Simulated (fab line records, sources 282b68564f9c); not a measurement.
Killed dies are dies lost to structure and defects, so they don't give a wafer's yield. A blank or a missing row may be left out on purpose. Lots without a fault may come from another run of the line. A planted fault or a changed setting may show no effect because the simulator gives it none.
One fault seen from 2 desks | flow rit_cmos | each desk has only its own numbers; what lay behind them comes last

THE TOOL OWNER'S DESK: litho_track-03
The tool's own readings at RIT_NSD_COAT_01 (resist thk 1000 nm): means of the sampled wafers that have a number, for each lot that ran on this tool. A lot is out of limits, marked OUT, if its mean lies more than 4 standard deviations from the usual mean; the brackets give that distance.
Columns: A = chill_plate_temp_C at RIT_NSD_COAT_01, usual 23.00 C; B = dispense_pressure_kPa at RIT_NSD_COAT_01, usual 53 kPa
lot  | first seen here | A     | B
L511 | day 3 03:10     | 22.93 | 57
L513 | day 3 13:19     | 22.92 | 57
L517 | day 4 09:59     | 23.09 | 57
L519 | day 4 20:12     | 22.98 | 57
L531 | day 7 06:59     | 22.98 | 57
L532 | day 7 11:43     | 23.15 | 57
This desk's finding: nothing out of limits on any of the 6 lots.

THE METROLOGY DESK
What the gauges read, lot by lot, whatever tool the lot ran on: means of the sampled wafers that have a number. A lot is out of limits, marked OUT, if its mean lies more than 4 standard deviations from the usual mean; the brackets give that distance.
Columns: A = NSD_OVL at RIT_NSD_OVL_MEAS_06, usual 0.4 nm; B = PSD_TW at RIT_PSD_TW_MEAS_10, usual 3437
lot  | first seen here | A    | B
L510 | day 3 01:46     | 0.1  | 3449
L511 | day 3 03:59     | 2.3  | 3428
L512 | day 3 10:35     | 1.4  | 3445
L513 | day 3 14:01     | 1.1  | 3395
L517 | day 4 10:39     | 0.0  | 3415
L518 | day 4 14:44     | 2.2  | 3415
L519 | day 4 20:59     | -0.2 | 3447
L520 | day 5 03:34     | -    | 3639 (+10) OUT
L521 | day 5 08:33     | -    | 3626 (+9.5) OUT
L527 | day 6 12:35     | 0.5  | 3448
L530 | day 7 04:18     | -1.3 | 3468
L531 | day 7 07:41     | -1.6 | 3425
L532 | day 7 12:24     | 1.2  | 3429
L533 | day 7 16:59     | -0.2 | 3453
This desk's finding: out of limits on L520, L521; first on L520, day 5 03:34 (PSD_TW at RIT_PSD_TW_MEAS_10). In limits: L510, L511, L512, L513, L517, L518, L519, L527, L530, L531, L532, L533.

PUT TOGETHER
The metrology desk could have raised an alarm at day 5 03:34, on L520, L521.
The tool owner's desk saw nothing out of limits.
The tool owner's desk has no number on record for L520, L521.
Of the lots named, all ran RIT_NSD_COAT_01 on litho_track-03.

WHAT THE SIMULATOR HAD PUT IN
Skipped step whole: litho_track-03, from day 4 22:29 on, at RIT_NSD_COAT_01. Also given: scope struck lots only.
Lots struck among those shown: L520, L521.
Hours from the fault's start to each desk's first reading out of limits: the metrology desk, 5.
